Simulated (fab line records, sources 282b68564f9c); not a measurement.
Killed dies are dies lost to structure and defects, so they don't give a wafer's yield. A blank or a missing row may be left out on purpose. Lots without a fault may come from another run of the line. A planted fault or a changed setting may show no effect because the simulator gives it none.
Which tool did it? | flow rit_cmos | 7 lots, 21 wafers sampled, at 2 steps of a route of 202

WHAT THE GAUGES READ, wafer by wafer
RIT_SILICIDE_RS_MEAS_02: measures by four-point-probe.
lot  | measured    | on            | SILICIDE_TI_RS (ohm/sq)
L147 | day 3 11:44 | film_metro-01 | 47.0 47.3 47.8
L150 | day 4 07:04 | film_metro-01 | 47.0 47.1 46.9
L152 | day 4 09:46 | film_metro-02 | 47.8 47.3 47.9
L154 | day 4 20:11 | film_metro-01 | 47.4 47.7 47.3
L156 | day 5 05:32 | film_metro-02 | 47.2 47.6 47.8
L161 | day 6 08:17 | film_metro-02 | 36.8 36.6 36.5
L165 | day 7 03:52 | film_metro-01 | 36.2 35.8 35.8

WHICH TOOL RAN EACH LOT (tool, then ch and the chambers of the sampled wafers, then the start)
lot  | RIT_SILICIDE_SPUTTER_01
L147 | pvd_sputter-01, day 3 11:31
L150 | pvd_sputter-04, day 4 06:55
L152 | pvd_sputter-03, day 4 09:35
L154 | pvd_sputter-01, day 4 20:01
L156 | pvd_sputter-01, day 5 05:23
L161 | pvd_sputter-04, day 6 08:07
L165 | pvd_sputter-04, day 7 03:41
- RIT_SILICIDE_SPUTTER_01: material Ti, target thk 30 nm, time 240 s.

THE ANSWER, worked out from the rows above alone
Rule: what is usual is taken from the lots themselves. Put in order of their means at a reading, lots are off if they are a third of the lots or fewer, leave a main group of 4 or more, and stand apart from it by a gap of 3 or more times the standard deviation of the main group's means; of several such gaps the widest counts. A main group whose means are all the same, to the digits that the tables above print for the reading, isn't used. A lot without any number at a reading at which 4 lots or more have one is off too. The other lots that the step has rows for count as sound.
Off: L161, L165, at RIT_SILICIDE_RS_MEAS_02 (SILICIDE_TI_RS). The main group: mean 47.4 ohm/sq, standard deviation 0.23.
A tool fits if, at a process step before that reading, it ran every lot that is off, and no sound lot after the first of them. The gauges at RIT_SILICIDE_RS_MEAS_02 are tried like those tools. One fits: pvd_sputter-04 at RIT_SILICIDE_SPUTTER_01. Its last sound lot is L150 (day 4 06:55), its first lot that is off L161 (day 6 08:07): a fault that began between those two fits.

WHAT THE SIMULATOR HAD PUT IN
Process parameter drift: pvd_sputter-04, from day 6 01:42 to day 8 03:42, at RIT_SILICIDE_SPUTTER_01. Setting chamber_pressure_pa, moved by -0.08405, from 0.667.
Lots struck among those shown: L161, L165. The rule above found the same.
